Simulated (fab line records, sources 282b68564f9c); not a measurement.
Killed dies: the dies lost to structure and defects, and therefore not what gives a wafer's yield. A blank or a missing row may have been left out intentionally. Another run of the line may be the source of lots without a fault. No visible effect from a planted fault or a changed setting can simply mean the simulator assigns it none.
8D (eight disciplines) problem report, filled in by code / flow rit_cmos / the parts of the form that need people (team, actions taken, sign-off) are left out

## 1. THE PROBLEM
Wafers without a fault read 208.2 s with a standard deviation of 0.64, while run_length_s at RIT_PSD_STRIP_09 averages 117.3 s across 3 wafers of 1 lot. So: -99 or more standard deviations from the usual mean.
The step: strips in O2, time 180 s.
Earliest sighting: wafer L615.1 on plasma_asher-04 at day 4 23:13. Wafers with a number at this step in the record: 39, from 13 lots. Rule for "out" (also "out of limits"): further than 4 standard deviations from the usual mean. The rest of the wafers with a number are treated as sound.

## 2. WHAT IT IS; WHAT IT IS NOT
question=which readings at this step | is=run_length_s | is not=drypump_motor_current_A, rf_refl_power_W
question=which lots | is=L615 | is not=L607, L608, L609, L610, L622, L623, L625, L626, L627, L628, L629, L630
question=which wafers of those lots | is=all that have a number | is not=-
question=read on which tools | is=plasma_asher-04 | is not=plasma_asher-01, plasma_asher-02
question=when | is=from day 4 23:13 | is not=up to then (12 sound wafers); but 24 sound wafers of L622, L623, L625, L626, L627, L628, L629, L630 came after

## 3. WHAT RULES OUT EACH SUSPECT
Counting: a tool stays on the suspect list if, at a process step up to the reading, it processed all lots that are out and no sound lot following the first of them.
- plasma_asher-04 at RIT_PSD_STRIP_09 (strips in O2, time 180 s): ruled out as a lasting fault. Following L615 (day 4 23:13), the first lot on it that is out, the sound lots L625, L628, L630, L629 were run on it.
Left after counting: nothing in the record.

## 4. THE CAUSE (what the simulator had put in)
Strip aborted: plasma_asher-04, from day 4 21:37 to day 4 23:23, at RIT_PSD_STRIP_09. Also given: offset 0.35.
Counting ruled it out, wrongly.

## 5. THE EFFECT CHAIN, in route order
Rows list readings where the struck wafers' mean (over those with a number) sits beyond 3 standard deviations from the usual. Readings are gone through only where the record gives a usual standard deviation; hours: the median, over the lots, of the time from a lot's start at the first step in this table giving one to that lot's start at this step; sigmas: the change measured in usual standard deviations.
hours=0; step=RIT_PSD_STRIP_09; reading=run_length_s; usual=208.2 s; on struck wafers=117.3; change=-90.9; sigmas=-99 or more
hours=8; step=RIT_M1_PROBE_99; reading=killed_at_front_end; usual=6; on struck wafers=264; change=+258; sigmas=+86
hours=8; step=RIT_M1_PROBE_99; reading=killed_dies; usual=7; on struck wafers=264; change=+257; sigmas=+86
hours=8; step=RIT_M1_PROBE_99; reading=killed_on_rim; usual=1.7; on struck wafers=70.0; change=+68.3; sigmas=+49
Its process steps:
- RIT_PSD_STRIP_09: strips in O2, time 180 s.
- RIT_M1_PROBE_99

## 6. HOW IT WOULD HAVE BEEN CAUGHT EARLIER
In this record the first reading out of limits was taken at day 4 23:13, 2 hours after the fault began at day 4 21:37.
